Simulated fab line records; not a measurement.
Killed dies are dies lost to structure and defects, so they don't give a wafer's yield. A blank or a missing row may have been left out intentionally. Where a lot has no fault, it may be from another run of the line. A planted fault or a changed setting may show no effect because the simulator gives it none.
One fault through the eyes of 2 desks | flow rit_cmos | numbers are kept per desk, each desk with only its own; the story behind them comes last

## THE METROLOGY DESK
What the gauges read for every lot (on any tool): the sampled wafers with a number, averaged. Any lot whose mean is over 4 standard deviations away from the usual mean is out of limits and marked OUT; that distance is given in the brackets.
Columns: A = NWELL_OVL at RIT_NWELL_OVL_MEAS_06, usual 0.2 nm; B = PWELL_TW at RIT_PWELL_TW_MEAS_10, usual 946
lot  | first seen here | A    | B
L572 | day 2 01:18     | 2.0  | 950
L574 | day 2 07:35     | -0.1 | 941
L575 | day 2 14:05     | -0.8 | 947
L576 | day 2 18:09     | -0.4 | 944
L577 | day 2 22:52     | 1.7  | 952
L578 | day 3 03:52     | 1.0  | 938
L580 | day 3 13:29     | 0.4  | 948
L582 | day 3 23:49     | 0.8  | 947
L589 | day 5 14:57     | -0.9 | 946
L590 | day 5 16:59     | -1.3 | 942
L592 | day 6 05:46     | 0.2  | 946
L593 | day 6 09:41     | 0.0  | 941
L594 | day 6 12:01     | 1.5  | 942
L595 | day 6 16:56     | 0.6  | 943
This desk's finding: nothing out of limits on any of the 14 lots.

## TOOL OWNER'S DESK, furnace-04
The tool's own readings at RIT_REOX_OXIDATION_03 (target thk 25.2 nm, ox time 5580 s): means of the sampled wafers that have a number, for each lot that ran on this tool. Any lot whose mean is over 4 standard deviations away from the usual mean is out of limits and marked OUT; that distance is given in the brackets.
Columns: A = spike_tc_centre_C at RIT_REOX_OXIDATION_03, usual 902.5 C
lot  | first seen here | A
L572 | day 2 20:29     | 901.9
L574 | day 3 01:50     | 902.1
L576 | day 3 12:32     | 901.6
L577 | day 3 19:24     | 901.0
L580 | day 4 12:39     | 914.7 (+7.6) OUT
L582 | day 4 21:43     | 912.7 (+6.4) OUT
L595 | day 7 15:01     | 902.1
This desk's verdict: out of limits on L580, L582, starting with L580 at day 4 12:39 (spike_tc_centre_C at RIT_REOX_OXIDATION_03). L572, L574, L576, L577, L595 stayed within limits.

## TAKEN TOGETHER
An alarm could have come from the tool owner's desk at day 4 12:39, on L580, L582.
At the metrology desk, nothing out of limits was observed.
The metrology desk holds a record of L580, L582, inside its limits.
All the named lots went through RIT_REOX_OXIDATION_03 on furnace-04.

## WHAT HAD BEEN PUT IN BY THE SIMULATOR
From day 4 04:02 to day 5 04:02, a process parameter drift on furnace-04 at RIT_REOX_OXIDATION_03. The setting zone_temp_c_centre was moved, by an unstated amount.
Shown lots that were struck: L580, L582.
Delay in hours, fault start to first out-of-limits reading, by desk: the tool owner's desk at 9.
